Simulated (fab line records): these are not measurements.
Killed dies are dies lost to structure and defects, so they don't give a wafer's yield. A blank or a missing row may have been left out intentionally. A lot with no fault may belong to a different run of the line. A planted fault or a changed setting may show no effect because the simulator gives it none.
Comparing a struck lot with a sound one + flow berkeley cmos170 + 15 out of 331 route steps
Sound: wafers L207.3, L207.4, L207.5. Wafers L218.3, L218.4, L218.5 were the ones struck. At the end, the cause is stated.
For every step that has rows: the tool of each side, followed by ch and its chambers, followed by its first start. Under that, the readings that differ: sound wafers + struck wafers + difference of the means + sigmas: that difference in standard deviations of wafers without a fault.
alike: words and numbers the same on both sides, and readings whose means are apart by under 2 such deviations; not compared: readings that were withheld, readings missing a value for some wafer, numbers with overlapping values and no deviation given by the record, and bounds like >300 which may hide the same value.
A row with sigmas, a row that says differs or no value, or rows on one side alone: a step with any of these is where the two part. Non-overlapping numbers with no deviation appear without sigmas and do not part them. A reading missing from all wafers of one side parts the sides only when that side holds two or more wafers.

first, 4 steps without rows for these wafers: UCB170_NWELL_WET_ETCH_19 (etches SiO2 in BOE, time 22 s); UCB170_PWELL_CLEAN_00 (cleans in SPM, time 600 s); UCB170_PWELL_CLEAN_01 (cleans in dHF, time 60 s); UCB170_PWELL_OXIDATION_02 (target thk 26.4 nm, ox time 1260 s).
UCB170_PWELL_THK_MEAS_03:
  struck on film metro-01, day 6 17:52; sound on film metro-02, day 5 12:30
  alike: PWELL_OXIDE_THK
then, 2 steps without rows for these wafers: UCB170_PWELL_ANNEAL_04 (time 900 s); UCB170_PWELL_CVD_05 (deposits Si3N4 from SiH2Cl2/NH3, target thk 220 nm, time 3300 s).
UCB170_PWELL_THK_MEAS_06:
  struck on film metro-02, day 6 23:57; sound on film metro-01, day 5 18:15
  alike: PWELL_NITRIDE_THK
then, 4 steps without rows for these wafers: UCB170_PWELL_HMDS_07 (prime time 60 s); UCB170_PWELL_COAT_08 (resist thk 900 nm); UCB170_PWELL_SOFTBAKE_09 (time 60 s); UCB170_PWELL_EXPOSE_10 (exposes mask PWELL, target cd 3000 nm).
UCB170_PWELL_PEB_11:
  sound on litho track-02 ch 0, day 5 19:21; struck on litho track-04 ch 0, day 7 01:26
| reading                  | sound             | struck            | difference | sigmas |
|--------------------------|-------------------|-------------------|------------|--------|
| heater power total W (W) | 56.88 56.77 56.85 | 59.18 59.17 59.29 | +2.38      | +57    |
then, 1 step without rows for these wafers: UCB170_PWELL_DEVELOP_12 (develop time 45 s).
UCB170_M3_PROBE_99:
  the record holds rows for the sound wafers here (prober-01, day 10 08:52) but none for the struck ones

== WHERE THEY PART ==
Earliest at UCB170_PWELL_PEB_11; latest, in this record, at UCB170_M3_PROBE_99.

WHY: what the simulator had put in
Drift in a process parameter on litho track-04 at UCB170_PWELL_PEB_11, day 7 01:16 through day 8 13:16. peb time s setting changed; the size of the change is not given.
